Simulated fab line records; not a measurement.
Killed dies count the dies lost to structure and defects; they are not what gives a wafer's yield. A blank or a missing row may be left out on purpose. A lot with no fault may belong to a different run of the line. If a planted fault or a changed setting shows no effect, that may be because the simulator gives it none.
fab line records -- flow berkeley-cmos170
record lots=14, wafers=42, last-day=12
route steps=331 shown PWELL@37 V1@254 M3@328
lots that met no fault: from a run of the same line without faults
start-h: hours from the record's first day to the start of the lot's first wafer shown -- wait-h: hours elapsed since this lot's preceding step -- " unchanged from the row above -- L1.1+2: a single row standing in for several wafers -- - either no value or no given start -- * or withheld: withheld -- < > ~ a bound
route shown NAME@n: a module of which the file shows steps, and the number in the route of the first -- usual: mean/standard deviation of fault-free wafers -- same: alike in all rows -- chamber/n: place in a boat -- sites: the reading at each site -- _std_site: their standard deviation -- _edge_site: outer sites' mean less inner sites' -- radius-mm: how far each site lies from the wafer's centre -- mask NAME#n: copy n -- behind: tool/chamber where the wafer was last shaped -- hold: reason for holding the lot/hours on hold/outcome of the hold -- device: transistor that didn't switch, given as n, p or np -- end of line: tests run on the same wafers once the route is complete -- where a step has no rows: the recipe by itself -- killed: dies lost to structure and defects at the first sort, not the wafer's yield -- map: a wafer's dies, marking killed ones x, the rest . and places with no die _
set.NAME: the setting the step ran with; set.NAME@STEP: the setting that earlier step ran with -- model.NAME: the simulator's own value behind a step, which no gauge read
one table for each step of the route and one row for each wafer, over a sample of lots
services: when a tool's chamber went out of use (start-h, in hours from the record's first day, below 0 if earlier), for how many hours, and the reason
## steps
# step UCB170_PWELL_THK_MEAS_03
# recipe reads=SiO2_of_PWELL_OXIDATION_02
# usual PWELL_OXIDE_THK=26.5/0.45
lot.wafer,tool,chamber,start-h,wait-h,PWELL_OXIDE_THK[nm]
L921.2,film-metro-01,-,34.94,0.1,27.0
L921.4,film-metro-01,-,34.94,0.1,26.2
L921.6,film-metro-01,-,34.94,0.1,27.3
L922.3,film-metro-03,-,46.76,0.0,27.2
L922.4,film-metro-03,-,46.76,0.0,27.3
L922.5,film-metro-03,-,46.76,0.0,27.1
L923.1,film-metro-02,-,56.03,0.0,26.2
L923.3,film-metro-02,-,56.03,0.0,26.4
L923.5,film-metro-02,-,56.03,0.0,25.8
L925.1,film-metro-03,-,56.03,0.0,25.5
L925.2,film-metro-03,-,56.03,0.0,25.9
L925.3,film-metro-03,-,56.03,0.0,25.4
L929.1,film-metro-01,-,77.18,0.0,27.0
L929.2,film-metro-01,-,77.18,0.0,27.1
L929.5,film-metro-01,-,77.18,0.0,27.0
L931.1,film-metro-01,-,90.17,0.0,26.2
L931.4,film-metro-01,-,90.17,0.0,26.2
L931.5,film-metro-01,-,90.17,0.0,26.1
L933.2,film-metro-01,-,95.80,0.0,26.3
L933.4,film-metro-01,-,95.80,0.0,26.2
L933.6,film-metro-01,-,95.80,0.0,26.2
L936.2,film-metro-01,-,111.55,0.0,26.2
L936.3,film-metro-01,-,111.55,0.0,25.9
L936.4,film-metro-01,-,111.55,0.0,26.2
L937.2,film-metro-03,-,118.06,0.0,26.9
L937.4,film-metro-03,-,118.06,0.0,26.9
L937.5,film-metro-03,-,118.06,0.0,26.7
L938.2,film-metro-03,-,120.91,0.0,27.0
L938.3,film-metro-03,-,120.91,0.0,26.3
L938.6,film-metro-03,-,120.91,0.0,26.5
L939.1,film-metro-01,-,126.57,0.0,25.6
L939.2,film-metro-01,-,126.57,0.0,26.2
L939.6,film-metro-01,-,126.57,0.0,26.2
L942.1,film-metro-01,-,142.72,0.0,26.2
L942.5,film-metro-01,-,142.72,0.0,26.2
L942.6,film-metro-01,-,142.72,0.0,26.6
L943.1,film-metro-02,-,151.16,0.0,26.6
L943.3,film-metro-02,-,151.16,0.0,26.6
L943.5,film-metro-02,-,151.16,0.0,26.6
L944.1,film-metro-01,-,151.16,0.0,27.1
L944.2,film-metro-01,-,151.16,0.0,27.1
L944.4,film-metro-01,-,151.16,0.0,27.1
# step UCB170_PWELL_THK_MEAS_06
# recipe reads=Si3N4_of_PWELL_CVD_05
# usual PWELL_NITRIDE_THK=219.3/2.1
lot.wafer,tool,chamber,start-h,wait-h,PWELL_NITRIDE_THK[nm]
L921.2,film-metro-03,-,41.77,0.0,220.3
L921.4,film-metro-03,-,41.77,0.0,221.5
L921.6,film-metro-03,-,41.77,0.0,220.9
L922.3,film-metro-03,-,51.26,0.0,216.0
L922.4,film-metro-03,-,51.26,0.0,217.1
L922.5,film-metro-03,-,51.26,0.0,218.2
L923.1,film-metro-01,-,61.40,0.1,218.6
L923.3,film-metro-01,-,61.40,0.1,218.7
L923.5,film-metro-01,-,61.40,0.1,218.2
L925.1,film-metro-02,-,61.40,0.1,218.2
L925.2,film-metro-02,-,61.40,0.1,218.5
L925.3,film-metro-02,-,61.40,0.1,218.7
L929.1,film-metro-01,-,80.41,0.0,219.3
L929.2,film-metro-01,-,80.41,0.0,220.2
L929.5,film-metro-01,-,80.41,0.0,220.0
L931.1,film-metro-01,-,96.99,0.1,221.2
L931.4,film-metro-01,-,96.99,0.1,222.0
L931.5,film-metro-01,-,96.99,0.1,218.8
L933.2,film-metro-01,-,104.11,0.0,221.4
L933.4,film-metro-01,-,104.11,0.0,221.1
L933.6,film-metro-01,-,104.11,0.0,223.1
L936.2,film-metro-02,-,116.41,0.0,216.4
L936.3,film-metro-02,-,116.41,0.0,217.9
L936.4,film-metro-02,-,116.41,0.0,216.8
L937.2,film-metro-02,-,124.08,0.0,216.4
L937.4,film-metro-02,-,124.08,0.0,217.6
L937.5,film-metro-02,-,124.08,0.0,217.9
L938.2,film-metro-03,-,125.30,0.0,217.5
L938.3,film-metro-03,-,125.30,0.0,217.3
L938.6,film-metro-03,-,125.30,0.0,218.6
L939.1,film-metro-02,-,134.88,0.0,216.5
L939.2,film-metro-02,-,134.88,0.0,217.8
L939.6,film-metro-02,-,134.88,0.0,217.8
L942.1,film-metro-02,-,149.08,0.0,216.7
L942.5,film-metro-02,-,149.08,0.0,219.9
L942.6,film-metro-02,-,149.08,0.0,220.7
L943.1,film-metro-03,-,157.49,0.0,221.7
L943.3,film-metro-03,-,157.49,0.0,219.1
L943.5,film-metro-03,-,157.49,0.0,220.9
L944.1,film-metro-01,-,157.49,0.0,217.4
L944.2,film-metro-01,-,157.49,0.0,215.3
L944.4,film-metro-01,-,157.49,0.0,217.6
# step UCB170_V1_CVD_00
# recipe material=SiO2, target-thk-nm=2000, temp-c=390, precursor=TEOS/O2, time-s=250, rf-w=550, pressure-mtorr=9000
# usual heater-power-w=264/51, rf-fwd-power-W=548.5/1.8
# same time-s=250
lot.wafer,tool,chamber,start-h,wait-h,heater-power-w,rf-fwd-power-W
L921.2,pecvd-01,2,138.69,0.0,291,550.0
L921.4,pecvd-01,2,138.69,0.0,209,547.8
L921.6,pecvd-01,1,138.69,0.0,264,550.1
L922.3,pecvd-01,0,141.37,0.0,257,547.7
L922.4,pecvd-01,1,141.37,0.0,256,548.8
L922.5,pecvd-01,2,141.37,0.0,293,550.0
L923.1,pecvd-04,1,163.32,0.0,243,543.7
L923.3,pecvd-04,1,163.32,0.0,187,547.2
L923.5,pecvd-04,1,163.32,0.0,254,546.6
L925.1,pecvd-03,2,163.32,0.0,166,550.7
L925.2,pecvd-03,0,163.32,0.0,291,546.8
L925.3,pecvd-03,1,163.32,0.0,324,547.7
L929.1,pecvd-04,2,168.51,0.0,257,551.9
L929.2,pecvd-04,1,168.51,0.0,226,550.0
L929.5,pecvd-04,1,168.51,0.0,187,550.9
L931.1,pecvd-04,0,195.01,0.0,224,766.7
L931.4,pecvd-04,2,195.01,0.0,248,549.1
L931.5,pecvd-04,1,195.01,0.0,276,547.0
L933.2,pecvd-04,1,209.61,0.0,204,549.6
L933.4,pecvd-04,0,209.61,0.0,132,770.4
L933.6,pecvd-04,2,209.61,0.0,246,549.4
L936.2,pecvd-03,2,216.91,0.0,231,550.6
L936.3,pecvd-03,1,216.91,0.0,327,549.9
L936.4,pecvd-03,1,216.91,0.0,224,548.0
L938.2,pecvd-01,1,222.17,0.0,324,546.8
L938.3,pecvd-01,2,222.17,0.0,301,549.7
L938.6,pecvd-01,2,222.17,0.0,208,548.6
L937.2,pecvd-01,0,224.75,0.0,317,549.5
L937.4,pecvd-01,1,224.75,0.0,371,546.3
L937.5,pecvd-01,0,224.75,0.0,230,549.6
L939.1,pecvd-01,0,244.44,0.0,239,546.8
L939.2,pecvd-01,1,244.44,0.0,338,545.6
L939.6,pecvd-01,2,244.44,0.0,206,550.0
L942.1,pecvd-01,0,245.77,0.0,301,548.2
L942.5,pecvd-01,2,245.77,0.0,210,550.1
L942.6,pecvd-01,1,245.77,0.0,265,547.6
L943.1,pecvd-03,1,263.67,0.0,299,546.6
L943.3,pecvd-03,2,263.67,0.0,241,547.6
L943.5,pecvd-03,0,263.67,0.0,222,550.3
L944.1,pecvd-01,1,263.67,0.0,351,546.3
L944.2,pecvd-01,2,263.67,0.0,282,545.5
L944.4,pecvd-01,0,263.67,0.0,318,548.5
# step UCB170_V1_THK_MEAS_01
# recipe reads=SiO2_of_V1_CVD_00
# usual V1_TEOS_THK=1994/29
lot.wafer,tool,chamber,start-h,wait-h,V1_TEOS_THK[nm]
L921.2,film-metro-01,-,138.86,0.1,1959
L921.4,film-metro-01,-,138.86,0.1,1974
L921.6,film-metro-01,-,138.86,0.1,1962
L922.3,film-metro-03,-,141.55,0.1,1959
L922.4,film-metro-03,-,141.55,0.1,1983
L922.5,film-metro-03,-,141.55,0.1,1984
L925.1,film-metro-01,-,163.48,0.1,1999
L925.2,film-metro-01,-,163.48,0.1,1990
L925.3,film-metro-01,-,163.48,0.1,2028
L923.1,film-metro-03,-,163.56,0.2,1956
L923.3,film-metro-03,-,163.56,0.2,1980
L923.5,film-metro-03,-,163.56,0.2,1989
L929.1,film-metro-01,-,168.74,0.2,1997
L929.2,film-metro-01,-,168.74,0.2,1948
L929.5,film-metro-01,-,168.74,0.2,2005
L931.1,film-metro-04,-,195.16,0.1,2234
L931.4,film-metro-04,-,195.16,0.1,2045
L931.5,film-metro-04,-,195.16,0.1,1996
L933.2,film-metro-03,-,209.77,0.1,1951
L933.4,film-metro-03,-,209.77,0.1,2247
L933.6,film-metro-03,-,209.77,0.1,2038
L936.2,film-metro-04,-,217.07,0.1,2047
L936.3,film-metro-04,-,217.07,0.1,2015
L936.4,film-metro-04,-,217.07,0.1,2050
L938.2,film-metro-03,-,222.34,0.1,1929
L938.3,film-metro-03,-,222.34,0.1,1972
L938.6,film-metro-03,-,222.34,0.1,1989
L937.2,film-metro-01,-,224.92,0.1,1973
L937.4,film-metro-01,-,224.92,0.1,1993
L937.5,film-metro-01,-,224.92,0.1,2007
L939.1,film-metro-03,-,244.59,0.1,1973
L939.2,film-metro-03,-,244.59,0.1,1945
L939.6,film-metro-03,-,244.59,0.1,1984
L942.1,film-metro-01,-,245.93,0.1,1952
L942.5,film-metro-01,-,245.93,0.1,1937
L942.6,film-metro-01,-,245.93,0.1,1935
L943.1,film-metro-03,-,263.82,0.1,1980
L943.3,film-metro-03,-,263.82,0.1,1995
L943.5,film-metro-03,-,263.82,0.1,2000
L944.1,film-metro-01,-,263.84,0.1,1990
L944.2,film-metro-01,-,263.84,0.1,1949
L944.4,film-metro-01,-,263.84,0.1,2024
# step UCB170_M3_STRIP_19
# recipe chemistry=O2, power-w=400, pressure-mtorr=3500, platen-temp-c=withheld, o2-flow-sccm=400, overash-fraction=0.5
# usual drypump-motor-current-A=5.8/0.4, oes-product-au=0.530/0.014
lot.wafer,tool,chamber,start-h,wait-h,drypump-motor-current-A,oes-product-au,rf-hours-counter-h
L921.2,plasma-asher-01,0,152.00,0.1,5.5,0.514,49
L921.4,plasma-asher-01,1,152.00,0.1,5.2,0.528,-
L921.6,plasma-asher-01,1,152.00,0.1,5.2,0.517,-
L922.3,plasma-asher-04,0,154.32,0.1,6.4,0.543,-
L922.4,plasma-asher-04,1,154.32,0.1,6.1,0.538,-
L922.5,plasma-asher-04,1,154.32,0.1,6.1,0.547,-
L925.1,plasma-asher-02,0,175.26,0.1,6.0,0.524,37
L925.2,plasma-asher-02,1,175.26,0.1,5.6,0.527,37
L925.3,plasma-asher-02,1,175.26,0.1,5.5,0.532,-
L923.1,plasma-asher-04,0,177.88,0.1,6.4,0.553,7
L923.3,plasma-asher-04,0,177.88,0.1,6.4,0.548,-
L923.5,plasma-asher-04,0,177.88,0.1,6.4,0.553,-
L929.1,plasma-asher-04,1,180.87,0.1,6.1,0.532,8
L929.2,plasma-asher-04,0,180.87,0.1,6.4,0.526,8
L929.5,plasma-asher-04,0,180.87,0.1,6.4,0.533,-
L931.1,plasma-asher-04,1,205.46,0.1,6.0,0.540,10
L931.4,plasma-asher-04,0,205.46,0.1,6.4,0.537,-
L931.5,plasma-asher-04,0,205.46,0.1,6.4,0.536,-
L933.2,plasma-asher-01,1,219.81,0.1,5.2,0.541,56
L933.4,plasma-asher-01,1,219.81,0.1,5.2,0.533,-
L933.6,plasma-asher-01,0,219.81,0.1,5.5,0.544,-
L936.2,plasma-asher-02,0,230.92,0.1,6.0,0.517,43
L936.3,plasma-asher-02,0,230.92,0.1,6.0,0.517,-
L936.4,plasma-asher-02,1,230.92,0.1,5.6,0.535,-
L938.2,plasma-asher-04,0,231.81,0.1,6.4,0.533,13
L938.3,plasma-asher-04,0,231.81,0.1,6.4,0.534,-
L938.6,plasma-asher-04,0,231.81,0.1,6.4,0.539,-
L937.2,plasma-asher-01,0,234.84,0.1,5.5,0.521,58
L937.4,plasma-asher-01,0,234.84,0.1,5.5,0.548,-
L937.5,plasma-asher-01,0,234.84,0.1,5.5,0.545,-
L939.1,plasma-asher-04,1,257.43,0.1,6.1,0.512,15
L939.2,plasma-asher-04,0,257.43,0.1,6.4,0.542,15
L939.6,plasma-asher-04,0,257.43,0.1,6.4,0.546,-
L942.1,plasma-asher-02,1,257.67,0.1,5.6,0.548,46
L942.5,plasma-asher-02,1,257.67,0.1,5.6,0.539,-
L942.6,plasma-asher-02,0,257.67,0.1,6.0,0.564,-
L944.1,plasma-asher-04,1,276.85,0.1,6.1,0.528,17
L944.2,plasma-asher-04,0,276.85,0.1,6.4,0.514,17
L944.4,plasma-asher-04,1,276.85,0.1,6.1,0.508,-
L943.1,plasma-asher-02,0,277.51,0.1,6.0,0.541,48
L943.3,plasma-asher-02,0,277.51,0.1,6.0,0.522,-
L943.5,plasma-asher-02,1,277.51,0.1,5.5,0.537,-
## services
tool,chamber,start-h,hours,kind
plasma-asher-04,0,117.75,-,clean
plasma-asher-04,1,117.75,-,clean
pecvd-01,1,119.54,4.7,repair
pecvd-03,0,120.46,8.4,repair
plasma-asher-02,-,128.38,2.2,repair
plasma-asher-02,-,134.88,3.7,repair
pecvd-04,-,135.50,14.0,pm
pecvd-04,0,135.50,14.0,vent-cycle
pecvd-04,1,135.50,14.0,vent-cycle
pecvd-04,2,135.50,14.0,vent-cycle
pecvd-04,0,149.50,-,clean
pecvd-04,1,149.50,-,clean
pecvd-04,2,149.50,-,clean
pecvd-04,0,158.26,12.9,repair
pecvd-01,2,162.26,6.2,repair
pecvd-01,-,194.02,1.2,repair
pecvd-03,-,205.48,2.8,pm
pecvd-01,-,211.59,6.0,pm
pecvd-03,-,242.50,14.0,pm
pecvd-03,0,242.50,14.0,vent-cycle
pecvd-03,1,242.50,14.0,vent-cycle
pecvd-03,2,242.50,14.0,vent-cycle
pecvd-03,-,256.50,4.3,pm
pecvd-03,0,256.50,-,clean
## key
first-sign step=UCB170_V1_CVD_00, reading=rf-fwd-power-W, direction=up, sigmas=99+, usual=548.5, struck=768.5
effect step=UCB170_V1_THK_MEAS_01, reading=V1_TEOS_THK, direction=up, sigmas=8.5, usual=1994, struck=2241
met-at UCB170_V1_CVD_00
struck-lots L931,L933
struck-wafers L931.1,L933.4
not-acting-at UCB170_PWELL_THK_MEAS_03,UCB170_PWELL_THK_MEAS_06,UCB170_M3_STRIP_19
fault kind=process-parameter-drift, tool=pecvd-04, chamber=0, onset-h=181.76, steps=UCB170_V1_CVD_00, channel=rf-w, offset=220, shape=step, end-h=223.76, acts-in=these-recipes-only, stated=550
